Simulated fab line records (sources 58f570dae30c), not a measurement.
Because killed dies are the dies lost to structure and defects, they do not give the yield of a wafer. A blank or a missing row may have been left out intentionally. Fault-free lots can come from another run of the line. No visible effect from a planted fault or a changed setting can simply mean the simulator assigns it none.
Comparing a struck lot with a sound one / flow berkeley-cmos170 / 43 steps out of a route of 331
Sound: wafers L548.2, L548.4, L548.5. Struck: wafer L566.3. (L566.2, L566.6 of the same lot were not struck and are left out.) The cause comes at the end.
Order at every step that has rows: each side's tool, ch and its chambers, its first start. Under that, the readings that differ: sound wafers / struck wafers / difference of the means / sigmas: that difference in standard deviations of wafers without a fault.
alike: readings with means less than 2 such deviations apart, plus words and numbers identical on both sides. not compared: withheld readings, readings lacking a value on some wafer, bounds such as >300 that could conceal the same value, and numbers that have no deviation in the record and whose values overlap.
Wherever a step has rows on one side only, a row that says differs or no value, or a row with sigmas, the two part there. When numbers do not overlap yet have no deviation, they are printed without sigmas and do not part them. Lack of a reading on every wafer of one side parts them only where that side has two or more wafers.

UCB170_GATE_CD_MEAS_90: target cd 350 nm.
  struck on cd-sem-01, day 11 07:59; sound on cd-sem-02, day 7 12:04
  alike: cd-nm
then, 7 steps without rows for these wafers: UCB170_GATE_CLEAN_17 (cleans in SPM, time 600 s); UCB170_PLDD_HMDS_00 (prime time 60 s); UCB170_PLDD_COAT_01 (resist thk 900 nm); UCB170_PLDD_SOFTBAKE_02 (time 60 s); UCB170_PLDD_EXPOSE_03 (exposes mask PSELECT, target cd 1200 nm); UCB170_PLDD_PEB_04; UCB170_PLDD_DEVELOP_05 (develop time 45 s).
UCB170_PLDD_CD_MEAS_06: target cd 1200 nm.
  struck on cd-sem-01, day 11 12:11; sound on cd-sem-02, day 7 14:07
  alike: cd-nm
UCB170_PLDD_OVL_MEAS_07:
  struck on overlay-02, day 11 12:17; sound on overlay-02, day 7 14:13
  alike: PLDD_OVL
then, 2 steps without rows for these wafers: UCB170_PLDD_IMPLANT_08; UCB170_PLDD_IMPLANT_09.
UCB170_PLDD_STRIP_10: strips in O2.
  sound on plasma-asher-04 ch 0,1, day 7 14:33; struck on plasma-asher-04 ch 0, day 11 12:37
  alike: drypump-motor-current-A, oes-product-au, strip-time-to-endpoint-s
  not compared: rf-hours-counter-h
UCB170_PLDD_TW_MEAS_11:
  struck on film-metro-02, day 11 12:44; sound on film-metro-04, day 7 14:40
  alike: PLDD_TW
then, 7 steps without rows for these wafers: UCB170_PLDD_CLEAN_12 (cleans in SPM, time 600 s); UCB170_NLDD_HMDS_00 (prime time 60 s); UCB170_NLDD_COAT_01 (resist thk 900 nm); UCB170_NLDD_SOFTBAKE_02 (time 60 s); UCB170_NLDD_EXPOSE_03 (exposes mask NSELECT, target cd 1200 nm); UCB170_NLDD_PEB_04; UCB170_NLDD_DEVELOP_05 (develop time 45 s).
UCB170_NLDD_CD_MEAS_06: target cd 1200 nm.
  struck on cd-sem-01, day 11 14:00; sound on cd-sem-02, day 7 15:57
  alike: cd-nm
UCB170_NLDD_OVL_MEAS_07:
  struck on overlay-01, day 11 14:07; sound on overlay-01, day 7 16:04
  alike: NLDD_OVL
then, 2 steps without rows for these wafers: UCB170_NLDD_IMPLANT_08; UCB170_NLDD_IMPLANT_09.
UCB170_NLDD_STRIP_10: strips in O2.
  sound on plasma-asher-03 ch 1, day 7 16:23; struck on plasma-asher-04 ch 0, day 11 14:26
reading=strip-time-to-endpoint-s (s); sound=21.65 21.72 21.73; struck=21.53; difference=-0.17; sigmas=-3
  alike: drypump-motor-current-A, oes-product-au
  not compared: rf-hours-counter-h
UCB170_NLDD_TW_MEAS_11:
  struck on film-metro-03, day 11 14:33; sound on film-metro-03, day 7 16:30
  alike: NLDD_TW
then, 1 step without rows for these wafers: UCB170_NLDD_CLEAN_12 (cleans in SPM, time 600 s).
UCB170_SPACER_CVD_00: deposits SiO2 from TEOS/O2, target thk 376 nm, time 47 s.
  sound on pecvd-03 ch 0,1, day 7 16:43; struck on pecvd-01 ch 1, day 11 14:53
  alike: heater-power-w, pressure-mtorr
UCB170_SPACER_THK_MEAS_01:
  struck on film-metro-01, day 11 14:56; sound on film-metro-03, day 7 16:49
  alike: SPACER_TEOS_THK
then, 1 step without rows for these wafers: UCB170_SPACER_ANNEAL_02 (time 1800 s).
UCB170_SPACER_ETCHBACK_03: etches SiO2 in CHF3/CF4/Ar, stops on Si, target depth 376 nm, time 100 s.
  sound on rie-diel-01 ch 0,1,2, day 7 21:05; struck on rie-diel-01 ch 0, day 12 01:01
  alike: drypump-motor-current-A, oes-product-au, throttle-valve-pct
  not compared: rf-hours-counter-h
then, 6 steps without rows for these wafers: UCB170_PSD_HMDS_00 (prime time 60 s); UCB170_PSD_COAT_01 (resist thk 900 nm); UCB170_PSD_SOFTBAKE_02 (time 60 s); UCB170_PSD_EXPOSE_03 (exposes mask PSELECT MOD, target cd 1200 nm); UCB170_PSD_PEB_04; UCB170_PSD_DEVELOP_05 (develop time 45 s).
UCB170_PSD_CD_MEAS_06: target cd 1200 nm.
  struck on cd-sem-02, day 12 02:12; sound on cd-sem-02, day 7 23:05
  alike: cd-nm
UCB170_PSD_OVL_MEAS_07:
  struck on overlay-02, day 12 02:18; sound on overlay-01, day 7 23:12
  alike: PSD_OVL
following that, these wafers have no rows for 1 step: UCB170_PSD_IMPLANT_08.
UCB170_PSD_STRIP_09: strips in O2.
  sound on plasma-asher-03 ch 1, day 7 23:23; struck on plasma-asher-01 ch 1, day 12 02:29
reading=strip-time-to-endpoint-s (s); sound=29.24 29.23 29.18; struck=29.01; difference=-0.21; sigmas=-3
  alike: drypump-motor-current-A, oes-product-au
  not compared: rf-hours-counter-h
UCB170_M3_PROBE_99:
  rows exist in the record for the struck wafers here (prober-02, day 13 08:08), but not for the sound ones

== WHERE THEY PART ==
First at UCB170_NLDD_STRIP_10; last, within this record, at UCB170_M3_PROBE_99.

WHY: whatever the simulator had introduced
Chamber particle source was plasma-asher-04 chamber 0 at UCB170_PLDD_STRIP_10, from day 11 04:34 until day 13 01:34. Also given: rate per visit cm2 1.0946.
